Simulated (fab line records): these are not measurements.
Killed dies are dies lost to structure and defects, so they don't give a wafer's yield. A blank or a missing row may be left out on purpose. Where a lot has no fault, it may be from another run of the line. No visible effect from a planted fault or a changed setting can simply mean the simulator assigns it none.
The tool behind it: which one? + flow berkeleyCmos170 + 7 lots, 21 wafers sampled, at 4 steps of a route of 331

== WHAT THE GAUGES READ, wafer by wafer ==
UCB170_FIELD_THK_MEAS_02.
| lot  | measured     | on           | FIELD_OXIDE_THK (nm) |
|------|--------------|--------------|----------------------|
| L537 | day 5 04:22  | filmMetro-04 | 558 557 553          |
| L542 | day 6 06:44  | filmMetro-02 | 548 555 553          |
| L545 | day 6 22:37  | filmMetro-04 | 549 556 556          |
| L546 | day 7 07:44  | filmMetro-01 | 554 561 561          |
| L550 | day 8 03:41  | filmMetro-02 | 550 543 534          |
| L553 | day 8 18:34  | filmMetro-01 | 555 546 545          |
| L559 | day 10 07:03 | filmMetro-02 | 560 552 545          |

== TOOL THAT RAN EACH LOT (tool first, then ch and the chambers of the sampled wafers, then the start) ==
| lot  | UCB170_NWELL_STRIP_15              | UCB170_ACTIVE_STRIP_16             | UCB170_FIELD_CLEAN_00         |
|------|------------------------------------|------------------------------------|-------------------------------|
| L537 | plasmaAsher-01 ch 0,1, day 2 13:22 | plasmaAsher-03 ch 0,1, day 4 18:38 | wetBench-03 ch 3, day 4 21:20 |
| L542 | plasmaAsher-01 ch 0, day 3 18:10   | plasmaAsher-01 ch 1, day 5 21:38   | wetBench-03 ch 1, day 6 00:40 |
| L545 | plasmaAsher-02 ch 0,1, day 4 05:05 | plasmaAsher-01 ch 0,1, day 6 13:01 | wetBench-01 ch 2, day 6 15:02 |
| L546 | plasmaAsher-04 ch 0,1, day 4 16:55 | plasmaAsher-02 ch 0,1, day 6 21:46 | wetBench-01 ch 2, day 7 00:02 |
| L550 | plasmaAsher-01 ch 0,1, day 5 08:34 | plasmaAsher-01 ch 0,1, day 7 16:07 | wetBench-01 ch 1, day 7 20:05 |
| L553 | plasmaAsher-01 ch 0,1, day 5 23:48 | plasmaAsher-03 ch 0,1, day 8 09:19 | wetBench-01 ch 3, day 8 11:59 |
| L559 | plasmaAsher-04 ch 0,1, day 7 13:43 | plasmaAsher-01 ch 0,1, day 9 21:10 | wetBench-01 ch 0, day 9 22:43 |
- UCB170_NWELL_STRIP_15: strips in O2.
- UCB170_ACTIVE_STRIP_16: strips in O2.
- UCB170_FIELD_CLEAN_00: cleans in dHF, time 7.5 s.

== THE ANSWER, worked out from the rows above alone ==
Rule: what is usual is taken from the lots themselves. Put in order of their means at a reading, lots are off if they are a third of the lots or fewer, leave a main group of 4 or more, and stand apart from it by a gap of 3 or more times the standard deviation of the main group's means; of several such gaps the widest counts. A main group is skipped when, at the precision printed for the reading in the tables above, its means are all equal. Also off: a lot with no number at a reading for which 4 or more lots have one. All remaining lots with rows at the step are treated as sound.
Across all readings shown, no lot is off: no conclusion can be drawn from this.

== WHAT THE SIMULATOR HAD INSERTED ==
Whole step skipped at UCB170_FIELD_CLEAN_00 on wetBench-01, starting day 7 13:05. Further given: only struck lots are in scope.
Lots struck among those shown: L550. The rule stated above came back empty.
